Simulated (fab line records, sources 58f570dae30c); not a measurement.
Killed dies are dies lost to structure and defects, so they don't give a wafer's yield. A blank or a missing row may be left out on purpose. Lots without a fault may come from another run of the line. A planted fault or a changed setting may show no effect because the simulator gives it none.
Problem report in the 8D (eight disciplines) form, filled by code | flow berkeley_cmos170 | the parts of the form that need people (team, actions taken, sign-off) are left out

1. THE PROBLEM
beam_energy_keV at UCB170_PLDD_IMPLANT_09 reads a mean of 9.7848 on 6 wafers of 2 lots; wafers without a fault read 9.9995 with a standard deviation of 0.0027. That is -80 standard deviations from the usual mean.
First seen on wafer L332.4, day 10 05:37, on implanter-03. The record holds 18 wafers of 6 lots with a number at this step. Rule for "out", or "out of limits": more than 4 standard deviations from the usual mean. The other wafers with a number count as sound.

2. WHAT IT IS AND WHAT IT IS NOT
question                    | is                     | is not
which readings at this step | beam_energy_keV        | -
which lots                  | L332, L335             | L324, L328, L336, L338
which wafers of those lots  | all that have a number | -
read on which tools         | implanter-03           | implanter-01, implanter-04
when                        | from day 10 05:37      | up to then (6 sound wafers); but 6 sound wafers of L336, L338 came after

3. SUSPECTS, AND WHAT RULES EACH OUT
Counting: a tool at a process step up to the reading stays a suspect if it ran every lot that is out and no sound lot after the first of them.
- implanter-03 at UCB170_PLDD_IMPLANT_09: kept. It ran every lot that is out, first L332 (day 10 05:37), and no sound lot after that; its last sound lot up to then is L328 (day 9 01:08). Its own readings are out on those wafers: beam_energy_keV.
Left after counting: implanter-03 at UCB170_PLDD_IMPLANT_09.

4. THE CAUSE (what the simulator had put in)
Process parameter drift: implanter-03, from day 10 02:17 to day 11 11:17, at UCB170_PLDD_IMPLANT_09. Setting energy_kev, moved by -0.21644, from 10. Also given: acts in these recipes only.
Counting left only this tool.

5. THE CHAIN OF EFFECTS, in route order
Each row: a reading whose mean over the struck wafers that have a number lies more than 3 standard deviations from the usual. Only readings for which the record gives a usual standard deviation are gone through. hours: the time from each lot's start at the first step in this table that gives one to its start at this step, as a median over the lots. sigmas: the change in usual standard deviations.
hours | step                   | reading         | usual  | on struck wafers | change  | sigmas
0     | UCB170_PLDD_IMPLANT_09 | beam_energy_keV | 9.9995 | 9.7848           | -0.2147 | -80
The process steps in it:
- UCB170_PLDD_IMPLANT_09

6. WHAT WOULD HAVE CAUGHT IT SOONER
In this record the first reading out of limits was taken at day 10 05:37, 3 hours after the fault began at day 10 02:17.
